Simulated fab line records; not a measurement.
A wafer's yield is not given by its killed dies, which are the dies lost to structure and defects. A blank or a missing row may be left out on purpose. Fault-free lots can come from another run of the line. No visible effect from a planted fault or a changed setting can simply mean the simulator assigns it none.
The tool behind it: which one? + flow berkeley-cmos170 + 14 lots with 42 wafers sampled at 4 steps, on a route of 331 steps

== WHAT THE GAUGES READ, wafer by wafer ==
UCB170_PFIELD_OVL_MEAS_06.
| lot  | measured    | on         | PFIELD_OVL (nm) |
|------|-------------|------------|-----------------|
| L854 | day 4 23:31 | overlay-01 | -1 -3 1         |
| L856 | day 5 07:47 | overlay-02 | 3 9 4           |
| L855 | day 5 06:58 | overlay-02 | -1 -4 -14       |
| L859 | day 6 00:40 | overlay-01 | 3 7 5           |
| L857 | day 6 00:25 | overlay-01 | 9 -3 2          |
| L860 | day 6 07:17 | overlay-02 | 4 13 8          |
| L862 | day 6 13:47 | overlay-02 | -9 -5 -1        |
| L863 | day 6 13:36 | overlay-02 | 2 6 5           |
| L864 | day 6 19:30 | overlay-01 | 10 -3 2         |
| L865 | day 7 09:11 | overlay-01 | -1 -3 0         |
| L866 | day 7 09:41 | overlay-01 | -6 0 1          |
| L868 | day 7 09:28 | overlay-01 | 4 4 -1          |
| L876 | day 9 14:43 | overlay-02 | -1 -3 -3        |
| L877 | day 9 22:23 | overlay-01 | 4 0 8           |

UCB170_NVT_TW_MEAS_09.
| lot  | measured     | on            | NVT_TW            |
|------|--------------|---------------|-------------------|
| L854 | day 6 08:14  | film-metro-04 | 524.2 523.3 525.1 |
| L856 | day 6 19:31  | film-metro-01 | 527.1 531.5 528.6 |
| L855 | day 6 19:24  | film-metro-02 | 530.1 531.1 528.3 |
| L859 | day 7 12:22  | film-metro-01 | 530.5 531.3 532.7 |
| L857 | day 7 12:03  | film-metro-04 | 525.8 523.4 522.3 |
| L860 | day 7 19:19  | film-metro-02 | 527.4 529.5 531.3 |
| L862 | day 8 02:11  | film-metro-01 | 526.8 527.6 525.1 |
| L863 | day 8 02:33  | film-metro-01 | 452.1 456.4 454.2 |
| L864 | day 8 02:18  | film-metro-04 | 523.0 525.2 524.4 |
| L865 | day 8 20:54  | film-metro-02 | 531.0 528.3 534.0 |
| L866 | day 8 21:11  | film-metro-04 | 451.7 450.6 450.7 |
| L868 | day 8 21:28  | film-metro-04 | 525.8 525.2 527.1 |
| L876 | day 11 00:48 | film-metro-04 | 526.1 527.5 529.2 |
| L877 | day 11 15:52 | film-metro-04 | 528.0 528.1 525.2 |

== WHICH TOOL RAN EACH LOT (tool, then ch and the chambers of the sampled wafers, then the start) ==
| lot  | UCB170_PWELL_ETCH_14              | UCB170_NVT_IMPLANT_07           |
|------|-----------------------------------|---------------------------------|
| L854 | rie-diel-02 ch 0,2,3, day 3 10:38 | implanter-04 ch 0, day 6 07:59  |
| L856 | rie-diel-03 ch 0,1, day 3 17:53   | implanter-02 ch 0, day 6 19:17  |
| L855 | rie-diel-01 ch 0,2,3, day 3 18:01 | implanter-04 ch 0, day 6 19:09  |
| L859 | rie-diel-03 ch 1,2, day 4 08:19   | implanter-02 ch 0, day 7 12:07  |
| L857 | rie-diel-01 ch 0,2, day 4 09:19   | implanter-02 ch 0, day 7 11:49  |
| L860 | rie-diel-02 ch 0,2,3, day 4 19:19 | implanter-04 ch 0, day 7 19:04  |
| L862 | rie-diel-02 ch 0,3, day 5 01:13   | implanter-04 ch 0, day 8 01:56  |
| L863 | rie-diel-02 ch 0,2,3, day 5 07:28 | implanter-04 ch 0, day 8 02:19  |
| L864 | rie-diel-03 ch 1,2, day 5 12:37   | implanter-01 ch 0, day 8 02:03  |
| L865 | rie-diel-02 ch 0,2, day 5 22:39   | implanter-02 ch 0, day 8 20:39  |
| L866 | rie-diel-03 ch 0,1, day 5 22:56   | implanter-04 ch 0, day 8 20:57  |
| L868 | rie-diel-01 ch 0,1, day 5 23:12   | implanter-01 ch 0, day 8 21:14  |
| L876 | rie-diel-02 ch 0,2,3, day 7 19:46 | implanter-01 ch 0, day 11 00:34 |
| L877 | rie-diel-03 ch 0,2,3, day 8 04:52 | implanter-02 ch 0, day 11 15:40 |
- UCB170_PWELL_ETCH_14: etches Si3N4 in CH3F/Ar/O2, stops on SiO2, target depth 242 nm, time 151 s.
- UCB170_NVT_IMPLANT_07

== AS READ BY THE TOOLS THEMSELVES (means over the sampled wafers that have a number; for cases with no such wafer, the mark the record gives instead) ==
UCB170_PWELL_ETCH_14.
| lot  | tool        | drypump-motor-current-A (A) | oes-product-au (a.u.) | throttle-valve-pct (%) |
|------|-------------|-----------------------------|-----------------------|------------------------|
| L854 | rie-diel-02 | 5.9                         | 0.950                 | 8.04                   |
| L856 | rie-diel-03 | 5.3                         | 0.953                 | 7.97                   |
| L855 | rie-diel-01 | 5.8                         | 0.941                 | 8.06                   |
| L859 | rie-diel-03 | 5.5                         | 0.955                 | 8.09                   |
| L857 | rie-diel-01 | 5.8                         | 0.932                 | 8.02                   |
| L860 | rie-diel-02 | 5.9                         | 0.949                 | 8.04                   |
| L862 | rie-diel-02 | 5.8                         | 0.945                 | 7.89                   |
| L863 | rie-diel-02 | 5.9                         | 0.943                 | 8.05                   |
| L864 | rie-diel-03 | 5.3                         | 0.946                 | 8.19                   |
| L865 | rie-diel-02 | 5.8                         | 0.953                 | 8.00                   |
| L866 | rie-diel-03 | 5.3                         | 0.951                 | 7.98                   |
| L868 | rie-diel-01 | 5.8                         | 0.938                 | 8.20                   |
| L876 | rie-diel-02 | 5.9                         | 0.937                 | 8.04                   |
| L877 | rie-diel-03 | 5.3                         | 0.950                 | 8.05                   |

UCB170_NVT_IMPLANT_07.
| lot  | tool         | dose-ions-cm2 | faraday-current-uA |
|------|--------------|---------------|--------------------|
| L854 | implanter-04 | 3e+12         | 9.53               |
| L856 | implanter-02 | 3e+12         | 9.26               |
| L855 | implanter-04 | 3e+12         | 9.41               |
| L859 | implanter-02 | 3e+12         | 9.50               |
| L857 | implanter-02 | 3e+12         | 9.38               |
| L860 | implanter-04 | 3e+12         | 9.56               |
| L862 | implanter-04 | 3e+12         | 9.58               |
| L863 | implanter-04 | 2e+12         | 5.81               |
| L864 | implanter-01 | 3e+12         | 9.58               |
| L865 | implanter-02 | 3e+12         | 9.66               |
| L866 | implanter-04 | 2e+12         | 5.78               |
| L868 | implanter-01 | 3e+12         | 9.53               |
| L876 | implanter-01 | 3e+12         | 9.44               |
| L877 | implanter-02 | 3e+12         | 9.42               |

== THE ANSWER, worked out from the rows above alone ==
Rule: usual is defined by the lots themselves. The widest of any qualifying gaps counts: lots, ordered by their means at a reading, are off when they make up no more than a third of the lots, leave a main group of 4 or more, and stand apart from it by 3 or more times the standard deviation of that group's means. The tables above print the reading to a certain number of digits; a main group whose means all agree to those digits is not used. Also off: a lot with no number at a reading for which 4 or more lots have one. The other lots that the step has rows for count as sound. The gauges are gone through in route order, then the tools' own readings, and for those a lot's mean is taken as printed above. At the first step where some lot is off, the reading lying furthest off is the one used; lots without a number count as furthest.
Off: L863, L866, at UCB170_NVT_TW_MEAS_09 (NVT_TW). The main group has a mean of 527.5 with a standard deviation of 2.6.
If a tool, at a process step before that reading, ran all the lots that are off and no sound lot after the first of them, it fits. Not tried: the gauges at UCB170_NVT_TW_MEAS_09; whatever is off there is also off at UCB170_NVT_IMPLANT_07, on other tools, and gauge error can't account for it. One candidate fits, namely implanter-04 at UCB170_NVT_IMPLANT_07. A fault onset in the window from L862 (day 8 01:56, its last sound lot) to L863 (day 8 02:19, its first lot off) fits.
The tool's own readings at UCB170_NVT_IMPLANT_07 bear it out: on the lots that are off they differ by more than 5 times the standard deviation of the sound lots' means. dose-ions-cm2 reads 2e+12 there against 3e+12 on the sound lots; faraday-current-uA reads 5.79 there against 9.49 on the sound lots.

== WHAT THE SIMULATOR HAD INSERTED ==
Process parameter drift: implanter-04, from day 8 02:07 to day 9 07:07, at UCB170_NVT_IMPLANT_07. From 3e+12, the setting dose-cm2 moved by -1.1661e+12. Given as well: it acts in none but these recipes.
Lots struck among those shown: L863, L866. Same finding as the rule above.
